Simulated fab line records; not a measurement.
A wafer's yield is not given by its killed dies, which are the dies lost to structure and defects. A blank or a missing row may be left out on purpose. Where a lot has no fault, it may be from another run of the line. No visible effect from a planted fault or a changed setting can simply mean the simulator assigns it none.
A lot that was struck, set against a sound lot | flow berkeley_cmos170 | 43 out of 331 route steps
Sound: these wafers, L200.4, L200.5, L200.6. The struck wafers were L207.1, L207.3, L207.5. The cause comes at the end.
Order at every step that has rows: each side's tool, ch and its chambers, its first start. Under that, the readings that differ: sound wafers | struck wafers | difference of the means | sigmas: that difference in standard deviations of wafers without a fault.
alike: same words and numbers on both sides, and readings whose means sit less than 2 such deviations apart. not compared: any withheld reading, any reading some wafer has no value for, any bound like >300 that may hide the same value, and any number with overlapping values for which the record gives no deviation.
A row with sigmas, a row that says differs or no value, or rows on one side alone: a step with any of these is where the two part. When numbers do not overlap yet have no deviation, they are printed without sigmas and do not part them. A reading that every wafer of one side lacks parts them only if that side has two wafers or more.

first, 1 step without rows for these wafers: UCB170_PLDD_IMPLANT_09.
UCB170_PLDD_STRIP_10: strips in O2.
  sound on plasma_asher-02 ch 0,1, day 7 21:23; struck on plasma_asher-04 ch 0, day 9 10:16
  alike: drypump_motor_current_A, oes_product_au, strip_time_to_endpoint_s
  not compared: rf_hours_counter_h
UCB170_PLDD_TW_MEAS_11:
  sound: film_metro-03 at day 7 21:29; struck: film_metro-03 at day 9 10:22
  alike: PLDD_TW
then, 7 steps without rows for these wafers: UCB170_PLDD_CLEAN_12 (cleans in SPM, time 600 s); UCB170_NLDD_HMDS_00 (prime time 60 s); UCB170_NLDD_COAT_01 (resist thk 900 nm); UCB170_NLDD_SOFTBAKE_02 (time 60 s); UCB170_NLDD_EXPOSE_03 (exposes mask NSELECT, target cd 1200 nm); UCB170_NLDD_PEB_04; UCB170_NLDD_DEVELOP_05 (develop time 45 s).
UCB170_NLDD_CD_MEAS_06: the cd target is 1200 nm.
  sound: cd_sem-02 at day 7 23:04; struck: cd_sem-01 at day 9 11:41
  alike: cd_nm
UCB170_NLDD_OVL_MEAS_07:
  sound: overlay-01 at day 7 23:08; struck: overlay-01 at day 9 11:49
  alike: NLDD_OVL
UCB170_NLDD_IMPLANT_08:
  sound on implanter-01 ch 0, day 7 23:14; struck on implanter-03 ch 0, day 9 11:51
  reading            | sound                         | struck                       | difference | sigmas
  beam_energy_keV    | 29.988 29.991 29.986          | 30.004 30.007 30.012         | +0.019     | +2
  dose_ions_cm2      | 4.988e+13 4.993e+13 4.998e+13 | 8.472e+13 8.47e+13 8.471e+13 | +3.478e+13 | +99 or more
  faraday_current_uA | 152 157 160                   | 272 269 274                  | +115       | +36
after that, 1 step had no rows for these wafers: UCB170_NLDD_IMPLANT_09.
UCB170_NLDD_STRIP_10: strips in O2.
  sound on plasma_asher-01 ch 0,1, day 7 23:29; struck on plasma_asher-02 ch 0, day 9 12:09
  alike: drypump_motor_current_A, oes_product_au, strip_time_to_endpoint_s
  not compared: rf_hours_counter_h
UCB170_NLDD_TW_MEAS_11:
  sound: film_metro-01 at day 7 23:35; struck: film_metro-03 at day 9 12:31
  reading | sound          | struck         | difference | sigmas
  NLDD_TW | 2226 2240 2242 | 2398 2393 2394 | +159       | +12
  not compared: hold
UCB170_SPACER_CVD_00: deposits SiO2 from TEOS/O2, target thk 376 nm, time 45.04 s.
  sound on pecvd-02 ch 0,1,2, day 7 23:49; struck on pecvd-01 ch 0,1, day 9 15:24
  alike: heater_power_w
  not compared: since_wet_clean_h
UCB170_SPACER_THK_MEAS_01:
  sound: film_metro-04 at day 7 23:52; struck: film_metro-01 at day 9 15:26
  alike: SPACER_TEOS_THK
then, 1 step without rows for these wafers: UCB170_SPACER_ANNEAL_02 (time 1800 s).
UCB170_SPACER_ETCHBACK_03: etches SiO2 in CHF3/CF4/Ar, stops on Si, target depth 376 nm, time 100 s.
  sound on rie_diel-04 ch 0,1,2, day 8 02:29; struck on rie_diel-01 ch 0,2,3, day 9 17:53
  alike: drypump_motor_current_A, oes_product_au, throttle_valve_pct
  not compared: rf_hours_counter_h
then, 6 steps without rows for these wafers: UCB170_PSD_HMDS_00 (prime time 60 s); UCB170_PSD_COAT_01 (resist thk 900 nm); UCB170_PSD_SOFTBAKE_02 (time 60 s); UCB170_PSD_EXPOSE_03 (exposes mask PSELECT MOD, target cd 1200 nm); UCB170_PSD_PEB_04; UCB170_PSD_DEVELOP_05 (develop time 45 s).
UCB170_PSD_CD_MEAS_06: the cd target is 1200 nm.
  sound: cd_sem-01 at day 8 03:55; struck: cd_sem-02 at day 9 18:59
  alike: cd_nm
UCB170_PSD_OVL_MEAS_07:
  sound: overlay-01 at day 8 04:00; struck: overlay-02 at day 9 19:06
  alike: PSD_OVL
after that, 1 step had no rows for these wafers: UCB170_PSD_IMPLANT_08.
UCB170_PSD_STRIP_09: strips in O2.
  sound on plasma_asher-01 ch 0,1, day 8 04:12; struck on plasma_asher-03 ch 0,1, day 9 19:17
  alike: drypump_motor_current_A, oes_product_au, strip_time_to_endpoint_s
  not compared: rf_hours_counter_h
UCB170_PSD_TW_MEAS_10:
  sound: film_metro-03 at day 8 04:18; struck: film_metro-01 at day 9 19:23
  alike: PSD_TW
then, 7 steps without rows for these wafers: UCB170_PSD_CLEAN_11 (cleans in SPM, time 600 s); UCB170_NSD_HMDS_00 (prime time 60 s); UCB170_NSD_COAT_01 (resist thk 900 nm); UCB170_NSD_SOFTBAKE_02 (time 60 s); UCB170_NSD_EXPOSE_03 (exposes mask NSELECT MOD, target cd 1200 nm); UCB170_NSD_PEB_04; UCB170_NSD_DEVELOP_05 (develop time 45 s).
UCB170_NSD_CD_MEAS_06: the cd target is 1200 nm.
  sound: cd_sem-02 at day 8 08:04; struck: cd_sem-02 at day 9 20:52
  alike: cd_nm
UCB170_NSD_OVL_MEAS_07:
  sound: overlay-01 at day 8 08:08; struck: overlay-02 at day 9 21:03
  alike: NSD_OVL
after that, 1 step had no rows for these wafers: UCB170_NSD_IMPLANT_08.
UCB170_SDANNEAL_RS_MEAS_05: uses a four-point probe to measure.
  sound: film_metro-03 at day 8 10:16; struck: film_metro-03 at day 9 23:32
  reading          | sound             | struck            | difference | sigmas
  NLDD_RS (ohm/sq) | 614.4 613.7 612.3 | 501.9 501.8 501.7 | -111.7     | -86
  not compared: hold
after that, 1 step had no rows for these wafers: UCB170_M3_PROBE_99.

## WHERE THEY PART
Last at UCB170_SDANNEAL_RS_MEAS_05 as far as this record goes, first at UCB170_NLDD_IMPLANT_08.

WHY: whatever the simulator had introduced
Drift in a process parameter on implanter-03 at UCB170_NLDD_IMPLANT_08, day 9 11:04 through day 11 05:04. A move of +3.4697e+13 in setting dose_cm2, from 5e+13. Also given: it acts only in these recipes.
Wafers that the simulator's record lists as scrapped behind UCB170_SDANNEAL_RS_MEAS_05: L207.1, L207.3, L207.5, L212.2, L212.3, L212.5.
